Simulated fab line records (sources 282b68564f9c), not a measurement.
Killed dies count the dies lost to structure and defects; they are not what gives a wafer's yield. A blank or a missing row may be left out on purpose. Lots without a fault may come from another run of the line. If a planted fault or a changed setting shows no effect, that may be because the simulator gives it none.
Chamber matching + flow ritCmos + RIT_GATE_ETCH_19 on rieSi-01 has 4 sister chambers
The step etches poly-Si in SF6/CHF3/O2, stops on SiO2, time 165 s, target depth 312.5 nm. 14 wafers are shown with their chamber, then 7 later ones without.

EACH WAFER AND ITS CHAMBER
| wafer  | chamber | throttleValvePct (%) | oesProductAu (a.u.) | rfFwdPowerW (W) |
|--------|---------|----------------------|---------------------|-----------------|
| L316.2 | 2       | 10.22                | 0.850               | 158.7           |
| L316.3 | 1       | 10.14                | 0.858               | 159.3           |
| L316.6 | 0       | 10.19                | 0.870               | 159.3           |
| L322.1 | 2       | 10.22                | 0.846               | 159.0           |
| L322.5 | 1       | 10.12                | 0.847               | 159.8           |
| L322.6 | 0       | 10.21                | 0.859               | 158.9           |
| L324.1 | 1       | 10.13                | 0.851               | 160.0           |
| L324.2 | 2       | 10.20                | 0.850               | 159.0           |
| L324.6 | 2       | 10.21                | 0.837               | 159.1           |
| L326.1 | 3       | 10.26                | 0.863               | 159.4           |
| L326.5 | 1       | 10.15                | 0.850               | 159.3           |
| L326.6 | 3       | 10.25                | 0.856               | 159.3           |
| L328.2 | 1       | 10.14                | 0.850               | 159.5           |
| L328.4 | 3       | 10.26                | 0.857               | 160.0           |

SIGNATURES, as means of the wafers listed above
| reading          | chamber 0 | chamber 1 | chamber 2 | chamber 3 | scatter within a chamber |
|------------------|-----------|-----------|-----------|-----------|--------------------------|
| throttleValvePct | 10.2000   | 10.1360   | 10.2125   | 10.2567   | 0.0103                   |
| oesProductAu     | 0.86450   | 0.85120   | 0.84575   | 0.85867   | 0.00518                  |
| rfFwdPowerW      | 159.100   | 159.580   | 158.950   | 159.567   | 0.291                    |
Rule: for a wafer and a chamber, the distance is found by dividing, reading by reading, the gap between the wafer's reading and the chamber's mean by the reading's scatter, squaring, summing and taking the root. The wafer belongs to the nearest chamber; if the next one is less than 2 further off, it can't be placed. The scatter: take each reading less its chamber's mean, square it, sum over the shown wafers, divide by the number of wafers less the number of chambers, and take the root.

WAFERS MISSING THEIR CHAMBER
| wafer  | throttleValvePct (%) | oesProductAu (a.u.) | rfFwdPowerW (W) |
|--------|----------------------|---------------------|-----------------|
| L328.5 | 10.12                | 0.848               | 159.6           |
| L332.1 | 10.24                | 0.861               | 159.9           |
| L332.2 | 10.14                | 0.852               | 160.0           |
| L332.4 | 10.22                | 0.859               | 158.4           |
| L334.1 | 10.20                | 0.860               | 158.0           |
| L334.2 | 10.26                | 0.850               | 159.8           |
| L334.5 | 10.24                | 0.858               | 159.7           |

WHICH CHAMBER EACH ONE RAN IN
| wafer  | from the rows above     | in truth |
|--------|-------------------------|----------|
| L328.5 | 1                       | 1        |
| L332.1 | 3                       | 3        |
| L332.2 | 1                       | 1        |
| L332.4 | can't be placed: 2 or 0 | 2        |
| L334.1 | can't be placed: 0 or 2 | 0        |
| L334.2 | 3                       | 3        |
| L334.5 | 3                       | 3        |
Correct placement for 5 of the 7. Not placeable from these rows: 2 (in 2, the candidates include the true chamber). Number placed wrongly: 0.
